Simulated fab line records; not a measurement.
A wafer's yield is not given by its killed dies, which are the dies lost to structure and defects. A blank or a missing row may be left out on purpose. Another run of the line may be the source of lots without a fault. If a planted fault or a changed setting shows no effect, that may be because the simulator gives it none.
What tool caused it?	flow berkeleyCmos170	Sampling: 14 lots, 42 wafers, 2 of 331 route steps

== WHAT THE GAUGES READ, wafer by wafer ==
UCB170_PVT_TW_MEAS_09.
lot	measured	on	PVT_TW
L756	day 6 08:56	filmMetro-01	504.8 502.3 504.5
L757	day 6 16:08	filmMetro-03	504.1 503.1 501.8
L759	day 7 07:46	filmMetro-04	504.2 501.2 501.2
L760	day 7 22:53	filmMetro-01	505.7 503.2 504.7
L762	day 7 23:01	filmMetro-04	504.7 504.0 503.6
L763	day 8 14:25	filmMetro-03	502.9 504.2 501.6
L765	day 8 14:58	filmMetro-04	503.7 504.1 505.5
L769	day 10 00:41	filmMetro-01	502.8 502.3 503.7
L771	day 10 10:43	filmMetro-03	30.6 30.6 30.6
L770	day 10 10:59	filmMetro-01	30.8 30.5 30.6
L775	day 10 21:07	filmMetro-04	499.0 499.8 498.3
L772	day 10 21:15	filmMetro-03	503.1 507.6 504.1
L776	day 11 07:48	filmMetro-03	506.7 503.4 505.5
L778	day 11 22:45	filmMetro-01	507.3 506.5 505.3

== TOOL THAT RAN EACH LOT (tool first, then ch and the chambers of the sampled wafers, then the start) ==
lot	UCB170_PVT_DEVELOP_05
L756	lithoTrack-03 ch 0, day 6 08:00
L757	lithoTrack-01 ch 0, day 6 15:00
L759	lithoTrack-03 ch 0, day 7 07:00
L760	lithoTrack-03 ch 0, day 7 22:00
L762	lithoTrack-02 ch 0, day 7 22:00
L763	lithoTrack-01 ch 0, day 8 14:00
L765	lithoTrack-02 ch 0, day 8 14:00
L769	lithoTrack-01 ch 0, day 10 00:00
L771	lithoTrack-03 ch 0, day 10 10:00
L770	lithoTrack-03 ch 0, day 10 10:00
L775	lithoTrack-01 ch 0, day 10 20:00
L772	lithoTrack-02 ch 0, day 10 20:00
L776	lithoTrack-02 ch 0, day 11 07:00
L778	lithoTrack-02 ch 0, day 11 22:00
- UCB170_PVT_DEVELOP_05: develop time 45 s.

== AS READ BY THE TOOLS THEMSELVES (means over the sampled wafers that have a number; for cases with no such wafer, the mark the record gives instead) ==
The record holds no such reading with a usual standard deviation.

== THE ANSWER, worked out from the rows above alone ==
Rule: what is usual is taken from the lots themselves. Put in order of their means at a reading, lots are off if they are a third of the lots or fewer, leave a main group of 4 or more, and stand apart from it by a gap of 3 or more times the standard deviation of the main group's means; of several such gaps the widest counts. A main group is skipped when, at the precision printed for the reading in the tables above, its means are all equal. A lot without any number at a reading at which 4 lots or more have one is off too. Where the step has rows for the other lots, those lots are counted as sound. Order of review: gauges by route order, followed by the tools' own readings, for which a lot's mean as printed above is used. At the first step where some lot is off, the reading lying furthest off is the one used; lots without a number count as furthest.
Off: L771, L770, at UCB170_PVT_TW_MEAS_09 (PVT_TW). The main group has a mean of 503.6 with a standard deviation of 1.8.
A tool fits if, at a process step before that reading, it ran every lot that is off, and no sound lot after the first of them. Gauges at UCB170_PVT_TW_MEAS_09: tried the same way as those tools. One fits: lithoTrack-03 at UCB170_PVT_DEVELOP_05. Its last sound lot is L760 (day 7 22:00), its first lot that is off L771 (day 10 10:00): a fault that began between those two fits.

== WHAT THE SIMULATOR HAD INSERTED ==
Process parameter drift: lithoTrack-03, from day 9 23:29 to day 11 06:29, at UCB170_PVT_DEVELOP_05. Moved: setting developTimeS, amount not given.
Shown lots that were struck: L771, L770. The rule above found the same.
